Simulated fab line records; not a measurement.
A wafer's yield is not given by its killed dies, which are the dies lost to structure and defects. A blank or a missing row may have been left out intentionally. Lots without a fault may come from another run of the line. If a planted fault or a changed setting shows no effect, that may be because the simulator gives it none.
Struck lot and sound lot, side by side :: flow rit_cmos :: 44 steps out of a route of 202
Sound: the wafers L549.1, L549.5, L549.6. Wafers L569.1, L569.5, L569.6 were the ones struck. The cause is given at the end.
For every step that has rows: the tool of each side, followed by ch and its chambers, followed by its first start. Under that, the readings that differ: sound wafers :: struck wafers :: difference of the means :: sigmas: that difference in standard deviations of wafers without a fault.
alike: readings with means less than 2 such deviations apart, plus words and numbers identical on both sides. not compared: withheld readings, readings lacking a value on some wafer, bounds such as >300 that could conceal the same value, and numbers that have no deviation in the record and whose values overlap.
Wherever a step has rows on one side only, a row that says differs or no value, or a row with sigmas, the two part there. Numbers that don't overlap but have no deviation are shown without sigmas and don't part them. A reading missing from all wafers of one side parts the sides only when that side holds two or more wafers.

first, 2 steps without rows for these wafers: RIT_NLDD_HARDBAKE_07 (time 60 s); RIT_NLDD_IMPLANT_08.
RIT_NLDD_STRIP_09: strips in O2, time 180 s.
  sound on plasma_asher-03 ch 0,1, day 2 22:01; struck on plasma_asher-02 ch 0,1, day 7 04:35
  alike: drypump_motor_current_A
  not compared: rf_hours_counter_h
RIT_NLDD_TW_MEAS_10:
  sound on film_metro-04 at day 2 22:11; struck on film_metro-03 at day 7 04:46
reading: NLDD_TW
sound: 2456 2447 2466
struck: 2495 2480 2486
difference: +31
sigmas: +3
then, 6 steps without rows for these wafers: RIT_PLDD_HMDS_00 (prime time 60 s); RIT_PLDD_COAT_01 (resist thk 1013 nm); RIT_PLDD_SOFTBAKE_02 (time 60 s); RIT_PLDD_EXPOSE_03 (exposes mask M8, target cd 40900 nm); RIT_PLDD_PEB_04; RIT_PLDD_DEVELOP_05 (develop time 50 s).
RIT_PLDD_OVL_MEAS_06:
  sound on overlay-02 at day 2 23:14; struck on overlay-02 at day 7 05:47
  alike: PLDD_OVL
then, 1 step without rows for these wafers: RIT_PLDD_HARDBAKE_07 (time 60 s).
RIT_PLDD_IMPLANT_08:
  sound on implanter-02 ch 0, day 2 23:25; struck on implanter-03 ch 0, day 7 05:59
reading: beam_energy_keV
sound: 20.000 20.005 20.005
struck: 19.553 19.565 19.558
difference: -0.445
sigmas: -72

reading: model.implant.drp_nm (nm)
sound: 9.752 9.752 9.752
struck: 9.6 9.6 9.6
difference: -0.2
sigmas: 
  alike: dose_ions_cm2
RIT_PLDD_STRIP_09: strips in O2, time 180 s.
  sound on plasma_asher-02 ch 0,1, day 2 23:34; struck on plasma_asher-02 ch 0,1, day 7 06:08
  alike: drypump_motor_current_A
  not compared: rf_hours_counter_h
RIT_PLDD_TW_MEAS_10:
  sound on film_metro-03 at day 2 23:44; struck on film_metro-03 at day 7 06:18
  alike: PLDD_TW
then, 4 steps without rows for these wafers: RIT_SPACER_CLEAN_00 (cleans in SC1, time 600 s); RIT_SPACER_CLEAN_01 (cleans in dHF, time 30 s); RIT_SPACER_CLEAN_02 (cleans in SC2, time 600 s); RIT_SPACER_CVD_03 (deposits Si3N4 from SiH2Cl2/NH3, target thk 250 nm, time 3300 s).
RIT_SPACER_THK_MEAS_04:
  sound on film_metro-01 at day 3 02:07; struck on film_metro-01 at day 7 08:40
  alike: SPACER_NITRIDE_THK
RIT_SPACER_ETCHBACK_05: etches Si3N4 in SF6/CHF3, stops on SiO2, target depth 250 nm, time 230.9 s.
  sound on rie_diel-03 ch 0,2,3, day 3 02:10; struck on rie_diel-01 ch 0,3, day 7 08:43
  alike: drypump_motor_current_A, oes_product_au, throttle_valve_pct
  not compared: rf_hours_counter_h
then, 6 steps without rows for these wafers: RIT_NSD_HMDS_00 (prime time 60 s); RIT_NSD_COAT_01 (resist thk 1000 nm); RIT_NSD_SOFTBAKE_02 (time 60 s); RIT_NSD_EXPOSE_03 (exposes mask M9, target cd 40700 nm); RIT_NSD_PEB_04; RIT_NSD_DEVELOP_05 (develop time 50 s).
RIT_NSD_OVL_MEAS_06:
  sound on overlay-02 at day 3 03:18; struck on overlay-01 at day 7 09:43
  alike: NSD_OVL
then, 2 steps without rows for these wafers: RIT_NSD_HARDBAKE_07 (time 60 s); RIT_NSD_IMPLANT_08.
RIT_NSD_STRIP_09: strips in O2, time 180 s.
  sound on plasma_asher-03 ch 0,1, day 3 03:38; struck on plasma_asher-03 ch 0,1, day 7 10:04
  alike: drypump_motor_current_A
  not compared: rf_hours_counter_h
RIT_NSD_TW_MEAS_10:
  sound on film_metro-03 at day 3 03:49; struck on film_metro-02 at day 7 10:14
  alike: NSD_TW
then, 6 steps without rows for these wafers: RIT_PSD_HMDS_00 (prime time 60 s); RIT_PSD_COAT_01 (resist thk 1000 nm); RIT_PSD_SOFTBAKE_02 (time 60 s); RIT_PSD_EXPOSE_03 (exposes mask M10, target cd 40900 nm); RIT_PSD_PEB_04; RIT_PSD_DEVELOP_05 (develop time 50 s).
RIT_PSD_OVL_MEAS_06:
  sound on overlay-02 at day 3 04:43; struck on overlay-01 at day 7 11:21
  alike: PSD_OVL
then, 2 steps without rows for these wafers: RIT_PSD_HARDBAKE_07 (time 60 s); RIT_PSD_IMPLANT_08.
RIT_PSD_STRIP_09: strips in O2, time 180 s.
  sound on plasma_asher-02 ch 0,1, day 3 05:04; struck on plasma_asher-01 ch 0,1, day 7 11:41
  alike: drypump_motor_current_A
  not compared: rf_hours_counter_h
RIT_SDANNEAL_RS_MEAS_06: measurement is done with a four-point probe.
  sound on film_metro-02 at day 3 06:03; struck on film_metro-03 at day 7 12:35
reading: PLDD_RS (ohm/sq)
sound: 178.3 177.8 178.2
struck: 179.7 180.1 180.5
difference: +2.0
sigmas: +4
after that, 1 step had no rows for these wafers: RIT_M1_PROBE_99.

== WHERE THEY PART ==
Last at RIT_SDANNEAL_RS_MEAS_06 as far as this record goes, first at RIT_NLDD_TW_MEAS_10.

WHY: the cause the simulator had injected
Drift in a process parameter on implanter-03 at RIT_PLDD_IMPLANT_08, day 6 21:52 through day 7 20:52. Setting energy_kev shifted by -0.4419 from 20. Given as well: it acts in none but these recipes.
